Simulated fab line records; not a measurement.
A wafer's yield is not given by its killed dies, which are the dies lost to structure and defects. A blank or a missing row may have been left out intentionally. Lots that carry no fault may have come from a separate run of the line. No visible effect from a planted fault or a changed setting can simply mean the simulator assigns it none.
fab line records	flow ritCmos
record lots=14	wafers=42	lastDay=7
route steps=202 shown M1@197
lots that met no fault: taken from a fault-free run of the same line
startH: start of the lot's first displayed wafer, in hours after the record's first day	waitH: hours elapsed since this lot's preceding step	" as in the row above	L1.1+2: several wafers, shown together as one row	- no value present, or no start provided	* or withheld: withheld	< > ~ a bound
route shown NAME@n: a module of which the file shows steps, and the number in the route of the first	usual: mean/standard deviation taken from wafers without a fault	same: alike in all rows	chamber/n: place in a boat	sites: the reading at each site	_std_site: how widely they spread, as a standard deviation	_edge_site: outer sites' mean less inner sites'	radiusMm: how far each site lies from the wafer's centre	mask NAME#n: copy n	behind: the tool/chamber that last shaped the wafer	hold: the reason the lot was held/the length of the hold in hours/how it ended	device: the transistor (n, p or np) that didn't switch	end of line: tests run on the same wafers once the route is complete	for a step that has no rows: nothing shown but its recipe	killed: not the wafer's yield, but the dies lost to structure and defects at the first sort	map: shows each die of a wafer: x if killed, . if not, _ if none is there
set.NAME: the setting that was run; set.NAME@STEP: the one run at that earlier step	model.NAME: the simulator's own value behind a step, which no gauge read
one table for each step of the route and one row for each wafer, over a sample of lots
## steps
# step RIT_M1_STRIP_13
# recipe chemistry=nmp	resist=NOVOLAK	tempC=80	timeS=600	dry=n2Spin
# usual bathHeatDutyPct=17.5/2	runLengthS=628/3
lot.wafer	tool	chamber	startH	waitH	bathHeatDutyPct	runLengthS
L172.1	wetBench-02	1	54.68	0.1	21.8	627
L172.3	"	1	"	"	23.4	627
L172.5	"	1	"	"	23.3	627
L173.1	wetBench-01	3	59.16	0.1	15.8	633
L173.2	"	3	"	"	16.9	633
L173.4	"	3	"	"	15.7	633
L174.3	wetBench-03	2	65.88	0.1	15.9	629
L174.5	"	2	"	"	16.2	629
L174.6	"	2	"	"	15.6	629
L176.1	wetBench-02	1	77.11	0.1	21.1	636
L176.2	"	1	"	"	20.2	636
L176.3	"	1	"	"	21.5	636
L177.3	wetBench-03	3	82.01	0.1	17.7	579
L177.4	"	3	"	"	17.0	579
L177.5	"	3	"	"	16.2	579
L180.2	wetBench-03	3	104.86	0.1	17.1	579
L180.4	"	3	"	"	16.8	579
L180.5	"	3	"	"	16.9	579
L184.1	wetBench-02	0	124.84	0.1	15.4	626
L184.2	"	0	"	"	16.6	626
L184.6	"	0	"	"	16.9	626
L187.2	wetBench-01	2	135.01	0.1	18.1	629
L187.3	"	2	"	"	17.0	629
L187.6	"	2	"	"	15.7	629
L188.1	wetBench-02	3	138.62	0.1	21.7	634
L188.2	"	3	"	"	20.0	634
L188.5	"	3	"	"	18.7	634
L189.2	wetBench-01	3	141.20	0.1	13.9	627
L189.3	"	3	"	"	16.6	627
L189.4	"	3	"	"	15.1	627
L192.3	wetBench-02	2	154.75	0.1	16.2	626
L192.5	"	2	"	"	16.7	626
L192.6	"	2	"	"	17.7	626
L193.1	wetBench-02	3	159.28	0.1	18.9	627
L193.3	"	3	"	"	20.6	627
L193.5	"	3	"	"	19.2	627
L194.2	wetBench-02	3	166.56	0.1	19.1	627
L194.4	"	3	"	"	19.0	627
L194.6	"	3	"	"	19.5	627
L195.2	wetBench-03	2	173.95	0.1	16.2	627
L195.4	"	2	"	"	15.4	627
L195.5	"	2	"	"	14.4	627
# step RIT_M1_PROBE_99
# usual defectLimitedYield=97.4/1	killed_at_M0_to_M3=0.0/0.12	killedAtContacts=0.1/0.31	killedAtFrontEnd=6.8/2.7	killedDies=6.9/2.7	killedOpen=3.3/1.8	killedShort=3.5/1.8	sort_bin_3_pad_short=0.2/0.23	sort_bin_5_function=1.5/0.86	sort_bin_6_memory=1.0/0.61	sortNPass=257.1/2.7	sortYieldPct=97.4/1
# same grossDies=264	killed_at_M4_up=0	killedAtBackSide=0	killedAtOther=0
lot.wafer	tool	chamber	startH	waitH	defectLimitedYield[%]	killed_at_M0_to_M3	killedAtContacts	killedAtFrontEnd	killedDies	killedOpen	killedShort	sort_bin_3_pad_short[%]	sort_bin_5_function[%]	sort_bin_6_memory[%]	sortNPass	sortYieldPct[%]
L172.1	prober-01	-	58.67	0.1	97.3	0	0	7	7	5	2	0	1.5	1.1	257.0	97.3
L172.3	prober-01	-	58.77	0.2	96.6	0	0	9	9	5	4	0	2.7	0.8	255.0	96.6
L172.5	prober-01	-	58.87	0.2	96.6	0	0	9	9	2	6	0.4	0.8	2.3	255.0	96.6
L173.1	prober-01	-	61.46	0.1	98.5	0	0	4	4	2	2	0	0.4	1.1	260.0	98.5
L173.2	prober-01	-	61.51	0.1	98.5	0	0	4	4	3	1	0	1.5	0	260.0	98.5
L173.4	prober-01	-	61.61	0.2	97.7	0	0	6	6	2	4	0	0.8	1.5	258.0	97.7
L174.3	prober-01	-	68.07	0.2	99.2	0	0	2	2	0	2	0	0	0.8	262.0	99.2
L174.5	prober-01	-	68.17	0.2	99.2	0	0	2	2	1	1	0	0.8	0	262.0	99.2
L174.6	prober-01	-	68.22	0.2	98.1	1	1	3	5	1	4	0	1.5	0.4	259.0	98.1
L176.1	prober-01	-	80.61	0.1	97.7	0	0	6	6	1	5	0	1.5	0.8	258.0	97.7
L176.2	prober-01	-	80.66	0.1	97.3	0	0	7	7	4	3	0	1.5	1.1	257.0	97.3
L176.3	prober-01	-	80.71	0.2	97.0	0	0	8	8	5	3	0	1.9	1.1	256.0	97.0
L177.3	prober-02	-	86.53	0.2	96.2	0	0	10	10	7	3	0	3.4	0.4	254.0	96.2
L177.4	prober-02	-	86.58	0.2	97.7	0	0	6	6	2	4	0	1.1	1.1	258.0	97.7
L177.5	prober-02	-	86.63	0.2	99.2	0	0	2	2	0	2	0	0.4	0.4	262.0	99.2
L180.2	prober-01	-	107.00	0.1	97.3	0	0	7	7	3	4	0.4	1.9	0.4	257.0	97.3
L180.4	prober-01	-	107.10	0.2	94.7	0	0	14	14	8	6	1.1	2.7	1.5	250.0	94.7
L180.5	prober-01	-	107.15	0.2	97.3	1	0	6	7	4	3	0	1.9	0.8	257.0	97.3
L184.1	prober-02	-	126.98	0.1	97.7	0	0	6	6	2	4	0.4	1.5	0.4	258.0	97.7
L184.2	prober-02	-	127.03	0.1	96.6	0	0	9	9	2	7	0.4	2.7	0.4	255.0	96.6
L184.6	prober-02	-	127.23	0.2	98.9	0	0	3	3	0	3	0	0.4	0.8	261.0	98.9
L187.2	prober-01	-	137.15	0.1	98.1	0	0	5	5	3	2	0.4	1.1	0.4	259.0	98.1
L187.3	prober-01	-	137.20	0.2	97.0	0	1	7	8	6	2	0	2.7	0.4	256.0	97.0
L187.6	prober-01	-	137.35	0.2	98.1	0	0	5	5	4	1	0	0.8	1.1	259.0	98.1
L188.1	prober-02	-	140.89	0.1	98.9	0	0	3	3	2	1	0	0.8	0.4	261.0	98.9
L188.2	prober-02	-	140.94	0.1	98.1	0	0	5	5	4	1	0	1.9	0	259.0	98.1
L188.5	prober-02	-	141.09	0.2	97.7	0	0	6	6	2	4	0	1.5	0.8	258.0	97.7
L189.2	prober-01	-	143.49	0.1	96.2	0	0	10	10	7	3	0	2.7	1.1	254.0	96.2
L189.3	prober-01	-	143.54	0.2	94.7	0	0	14	14	10	4	0.4	4.2	0.8	250.0	94.7
L189.4	prober-01	-	143.59	0.2	97.3	0	0	7	7	2	5	0	2.3	0.4	257.0	97.3
L192.3	prober-02	-	156.94	0.2	97.3	0	0	7	7	4	3	0	1.9	0.8	257.0	97.3
L192.5	prober-02	-	157.04	0.2	97.0	0	0	8	8	2	6	0	1.9	1.1	256.0	97.0
L192.6	prober-02	-	157.09	0.2	98.5	0	0	4	4	3	1	0.4	0.4	0.8	260.0	98.5
L193.1	prober-01	-	161.37	0.1	97.7	0	0	6	6	2	4	0	1.9	0.4	258.0	97.7
L193.3	prober-01	-	161.47	0.2	97.0	0	0	8	8	4	4	0	1.5	1.5	256.0	97.0
L193.5	prober-01	-	161.57	0.2	98.5	0	0	4	4	2	2	0.4	0.4	0.8	260.0	98.5
L194.2	prober-02	-	168.70	0.1	97.3	0	0	7	7	4	2	0	2.3	0.4	257.0	97.3
L194.4	prober-02	-	168.80	0.2	97.3	0	0	7	7	5	2	0	2.7	0	257.0	97.3
L194.6	prober-02	-	168.90	0.2	96.6	0	0	9	9	3	5	0.4	1.1	1.9	255.0	96.6
L195.2	prober-01	-	176.09	0.1	98.1	0	1	4	5	3	2	0	1.1	0.8	259.0	98.1
L195.4	prober-01	-	176.19	0.2	98.5	0	0	4	4	3	1	0.4	0.8	0.4	260.0	98.5
L195.5	prober-01	-	176.24	0.2	97.7	0	0	6	6	3	3	0.4	0.8	1.1	258.0	97.7
# killed by level:class
L172.1 GATE:geometricParticle:open=2 GATE:geometricParticle:short=2 FOX1:geometricParticle:open=1 REOX:geometricParticle:open=1 SILICIDE:geometricParticle:open=1
L172.3 GATE:geometricParticle:open=4 FOX2:geometricParticle:short=1 GATE:geometricParticle:short=1 SPACER:geometricParticle:short=1 SILICIDE:geometricParticle:open=1 SILICIDE:geometricParticle:short=1
L172.5 GATE:geometricParticle:short=4 FOX2:geometricParticle:short=1 FOX2:geometricParticle:open=1 GATE:geometricParticle:open=1 REOX:geometricParticle:short=1 NWELL:coatMicrobubblePrinted=1
L173.1 GATE:geometricParticle:open=1 GATE:geometricParticle:short=1 REOX:geometricParticle:short=1 SILICIDE:geometricParticle:open=1
L173.2 GATE:geometricParticle:open=2 FOX1:geometricParticle:open=1 GATE:geometricParticle:short=1
L173.4 REOX:geometricParticle:short=2 GATE:geometricParticle:open=1 GATE:geometricParticle:short=1 SPACER:geometricParticle:open=1 SPACER:geometricParticle:short=1
L174.3 FOX1:geometricParticle:short=1 GATE:geometricParticle:short=1
L174.5 GATE:geometricParticle:short=1 GATE:geometricParticle:open=1
L174.6 FOX1:geometricParticle:open=1 FOX1:geometricParticle:short=1 REOX:geometricParticle:short=1 CONTACT:geometricParticle:short=1 M1:geometricParticle:short=1
L176.1 GATE:geometricParticle:short=3 SPACER:geometricParticle:open=1 SPACER:geometricParticle:short=1 SILICIDE:geometricParticle:short=1
L176.2 FOX2:geometricParticle:short=2 REOX:geometricParticle:open=2 GATE:geometricParticle:open=1 SPACER:geometricParticle:short=1 SPACER:geometricParticle:open=1
L176.3 GATE:geometricParticle:open=3 FOX1:geometricParticle:short=2 SILICIDE:geometricParticle:open=2 GATE:geometricParticle:short=1
L177.3 GATE:geometricParticle:open=5 FOX1:geometricParticle:open=2 GATE:geometricParticle:short=2 FOX1:geometricParticle:short=1
L177.4 REOX:geometricParticle:short=2 ACTIVE:geometricParticle:short=1 FOX2:geometricParticle:open=1 GATE:geometricParticle:short=1 REOX:geometricParticle:open=1
L177.5 FOX1:geometricParticle:short=1 GATE:geometricParticle:short=1
L180.2 REOX:geometricParticle:short=2 REOX:geometricParticle:open=2 SPACER:geometricParticle:short=1 SILICIDE:geometricParticle:open=1 SILICIDE:geometricParticle:short=1
L180.4 FOX1:geometricParticle:short=3 FOX1:geometricParticle:open=2 REOX:geometricParticle:open=2 SILICIDE:geometricParticle:open=2 GATE:geometricParticle:open=1 REOX:geometricParticle:short=1 SPACER:geometricParticle:short=1 SPACER:geometricParticle:open=1
L180.5 FOX1:geometricParticle:open=2 GATE:geometricParticle:short=2 GATE:geometricParticle:open=1 SILICIDE:geometricParticle:open=1 M1:geometricParticle:short=1
L184.1 GATE:geometricParticle:short=4 FOX1:geometricParticle:open=1 GATE:geometricParticle:open=1
L184.2 GATE:geometricParticle:short=5 GATE:geometricParticle:open=2 REOX:geometricParticle:short=2
L184.6 GATE:geometricParticle:short=1 SPACER:geometricParticle:short=1 SILICIDE:geometricParticle:short=1
L187.2 GATE:geometricParticle:short=2 FOX1:geometricParticle:open=1 GATE:geometricParticle:open=1 SPACER:geometricParticle:open=1
L187.3 REOX:geometricParticle:short=2 SPACER:geometricParticle:open=2 FOX1:geometricParticle:open=1 FOX2:geometricParticle:open=1 GATE:geometricParticle:open=1 CONTACT:geometricParticle:open=1
L187.6 SILICIDE:geometricParticle:open=2 GATE:geometricParticle:short=1 GATE:geometricParticle:open=1 SPACER:geometricParticle:open=1
L188.1 GATE:geometricParticle:open=1 REOX:geometricParticle:short=1 SILICIDE:geometricParticle:open=1
L188.2 SPACER:geometricParticle:open=2 FOX2:geometricParticle:open=1 SPACER:geometricParticle:short=1 SILICIDE:geometricParticle:open=1
L188.5 REOX:geometricParticle:short=2 FOX1:geometricParticle:short=1 FOX1:geometricParticle:open=1 GATE:geometricParticle:open=1 SPACER:geometricParticle:short=1
L189.2 SILICIDE:geometricParticle:open=3 GATE:geometricParticle:short=2 GATE:geometricParticle:open=2 FOX1:geometricParticle:open=1 REOX:geometricParticle:open=1 SILICIDE:geometricParticle:short=1
L189.3 GATE:geometricParticle:open=6 SILICIDE:geometricParticle:open=3 FOX2:geometricParticle:short=2 GATE:geometricParticle:short=1 SPACER:geometricParticle:open=1 SILICIDE:geometricParticle:short=1
L189.4 GATE:geometricParticle:short=2 SPACER:geometricParticle:short=2 FOX1:geometricParticle:open=1 FOX2:geometricParticle:open=1 FOX2:geometricParticle:short=1
L192.3 SPACER:geometricParticle:open=3 SPACER:geometricParticle:short=2 REOX:geometricParticle:short=1 REOX:geometricParticle:open=1
L192.5 GATE:geometricParticle:short=4 GATE:geometricParticle:open=1 REOX:geometricParticle:short=1 SPACER:geometricParticle:open=1 SPACER:geometricParticle:short=1
L192.6 SPACER:geometricParticle:open=2 REOX:geometricParticle:short=1 REOX:geometricParticle:open=1
L193.1 GATE:geometricParticle:short=2 FOX1:geometricParticle:short=1 FOX2:geometricParticle:short=1 GATE:geometricParticle:open=1 SPACER:geometricParticle:open=1
L193.3 GATE:geometricParticle:short=4 FOX1:geometricParticle:open=1 GATE:geometricParticle:open=1 REOX:geometricParticle:open=1 SILICIDE:geometricParticle:open=1
L193.5 FOX2:geometricParticle:open=1 REOX:geometricParticle:short=1 SPACER:geometricParticle:short=1 SPACER:geometricParticle:open=1
L194.2 GATE:geometricParticle:open=2 FOX1:geometricParticle:open=1 GATE:geometricParticle:short=1 REOX:geometricParticle:open=1 SPACER:geometricParticle:short=1 PWELL:coatMicrobubblePrinted=1
L194.4 GATE:geometricParticle:open=5 FOX1:geometricParticle:short=1 GATE:geometricParticle:short=1
L194.6 FOX1:geometricParticle:short=3 GATE:geometricParticle:open=2 GATE:geometricParticle:short=2 REOX:geometricParticle:open=1 NWELL:coatMicrobubblePrinted=1
L195.2 FOX2:geometricParticle:short=1 FOX2:geometricParticle:open=1 GATE:geometricParticle:short=1 GATE:geometricParticle:open=1 CONTACT:geometricParticle:open=1
L195.4 FOX2:geometricParticle:open=3 GATE:geometricParticle:short=1
L195.5 GATE:geometricParticle:short=2 SILICIDE:geometricParticle:open=2 FOX2:geometricParticle:open=1 SPACER:geometricParticle:short=1
## key
firstSign step=RIT_M1_STRIP_13	reading=runLengthS	direction=down	sigmas=16	usual=*	struck=*
effect none on later readings
metAt RIT_M1_STRIP_13
struckLots L177,L180
struckWafers L177.3,L177.4,L177.5,L180.2,L180.4,L180.5
fault kind=processParameterDrift	tool=wetBench-03	chamber=3	onsetH=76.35	steps=RIT_M1_STRIP_13	channel=timeS	offset=*	shape=step	endH=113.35	actsIn=*	stated=*
